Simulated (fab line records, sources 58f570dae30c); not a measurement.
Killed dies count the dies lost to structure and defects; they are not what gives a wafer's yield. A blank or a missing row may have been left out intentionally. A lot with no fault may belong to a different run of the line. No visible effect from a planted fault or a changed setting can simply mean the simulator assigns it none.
Check of tool commonality ; flow berkeleyCmos170 ; Sample size 13 lots and 39 wafers

## REASON IT WAS OPENED
UCB170_NVT_TW_MEAS_09, reading NVT_TW: flagged on 1 of 13 lots. No-fault wafers: 530, standard deviation 8.2.
Rule: a lot is flagged when every wafer of it that has a number lies more than 4 standard deviations from that mean, or none has a number. The other lots count as sound.

lot;measured;on;NVT_TW, wafer by wafer;flag
L258;day 6 04:25;filmMetro-04;539 540 537;
L261;day 6 18:26;filmMetro-04;31 31 31;FLAGGED
L267;day 8 04:54;filmMetro-04;542 539 540;
L268;day 8 04:55;filmMetro-01;527 525 521;
L270;day 8 05:25;filmMetro-04;541 539 540;
L271;day 8 16:31;filmMetro-02;530 528 528;
L275;day 8 16:46;filmMetro-04;541 539 539;
L272;day 8 16:49;filmMetro-01;521 521 520;
L274;day 8 17:02;filmMetro-02;526 528 530;
L279;day 9 22:28;filmMetro-04;536 539 535;
L278;day 9 22:59;filmMetro-02;522 521 524;
L281;day 10 07:10;filmMetro-02;520 525 522;
L280;day 10 07:22;filmMetro-04;542 542 541;
Average over the flagged lots: 31; offset from the usual -499, equal to -61 standard deviations.

## EACH LOT AND THE TOOL IT RAN ON
The record holds 2 process steps before the reading, out of a route of 331 steps. Cell contents, in order: the tool; ch with the chambers the sampled wafers went through; the start.
lot;flag;UCB170_ACTIVE_ETCH_15;UCB170_NVT_EXPOSE_03
L258;;rieDiel-04 ch 1,2,3, day 4 14:43;krfScanner-02 ch 0, day 6 03:44
L261;FLAGGED;rieDiel-02 ch 0,1,3, day 5 11:00;krfScanner-02 ch 0, day 6 17:47
L267;;rieDiel-03 ch 0,1,2, day 7 01:03;krfScanner-01 ch 0, day 8 03:38
L268;;rieDiel-02 ch 1,2, day 7 00:41;krfScanner-02 ch 0, day 8 03:51
L270;;rieDiel-04 ch 0,1,2, day 7 00:56;krfScanner-01 ch 0, day 8 04:13
L271;;rieDiel-02 ch 2,3, day 7 14:22;krfScanner-02 ch 0, day 8 15:10
L275;;rieDiel-04 ch 1,3, day 7 14:29;krfScanner-02 ch 0, day 8 15:39
L272;;rieDiel-02 ch 0,2, day 7 13:44;krfScanner-01 ch 0, day 8 15:53
L274;;rieDiel-03 ch 0,1,3, day 7 14:08;krfScanner-01 ch 0, day 8 15:59
L279;;rieDiel-03 ch 0,1,2, day 8 08:00;krfScanner-02 ch 0, day 9 21:34
L278;;rieDiel-02 ch 1,2,3, day 8 08:11;krfScanner-01 ch 0, day 9 21:47
L281;;rieDiel-02 ch 0,2,3, day 8 18:35;krfScanner-02 ch 0, day 10 06:05
L280;;rieDiel-02 ch 0,2,3, day 8 20:16;krfScanner-02 ch 0, day 10 06:20
What is done by these steps:
- UCB170_ACTIVE_ETCH_15: etches Si3N4 in CH3F/Ar/O2, stops on SiO2, target depth 242 nm, time 151 s.
- UCB170_NVT_EXPOSE_03: exposes mask PWELL, target cd 3000 nm.
- UCB170_NVT_TW_MEAS_09

## FLAGGED OVER TOTAL, TOOL BY TOOL (the gauges that took the reading come last)
step;tool;lots run;flagged;share of the flagged lots;sound lots run after its first flagged lot
UCB170_ACTIVE_ETCH_15;rieDiel-02;7;1;all;6 (L268,L272,L271,L278,L281,L280)
UCB170_ACTIVE_ETCH_15;rieDiel-03;3;0;none;-
UCB170_ACTIVE_ETCH_15;rieDiel-04;3;0;none;-
UCB170_NVT_EXPOSE_03;krfScanner-01;5;0;none;-
UCB170_NVT_EXPOSE_03;krfScanner-02;8;1;all;6 (L268,L271,L275,L279,L281,L280)
UCB170_NVT_TW_MEAS_09;filmMetro-01;2;0;none;-
UCB170_NVT_TW_MEAS_09;filmMetro-02;4;0;none;-
UCB170_NVT_TW_MEAS_09;filmMetro-04;7;1;all;5 (L267,L270,L275,L279,L280)

## WHAT THE TABLE ALLOWS
Every flagged lot was run by 3 rows of the table: rieDiel-02 at UCB170_ACTIVE_ETCH_15, krfScanner-02 at UCB170_NVT_EXPOSE_03 and filmMetro-04 at UCB170_NVT_TW_MEAS_09.
- rieDiel-02 at UCB170_ACTIVE_ETCH_15: 1 of its 7 lots flagged. Lots that were sound ran on it after the first flagged one (L268, L272, L271, L278, L281, L280); a persistent fault on the entire tool would not allow that.
- krfScanner-02 at UCB170_NVT_EXPOSE_03: 1 of its 8 lots flagged. Lots that were sound ran on it after the first flagged one (L268, L271, L275, L279, L281, L280); a persistent fault on the entire tool would not allow that.
- filmMetro-04 at UCB170_NVT_TW_MEAS_09: 1 of its 7 lots flagged. Lots that were sound ran on it after the first flagged one (L267, L270, L275, L279, L280); a persistent fault on the entire tool would not allow that.
There is no row in the table that ran each flagged lot and no sound lot after the first.

## WHAT THE SIMULATOR HAD INSERTED
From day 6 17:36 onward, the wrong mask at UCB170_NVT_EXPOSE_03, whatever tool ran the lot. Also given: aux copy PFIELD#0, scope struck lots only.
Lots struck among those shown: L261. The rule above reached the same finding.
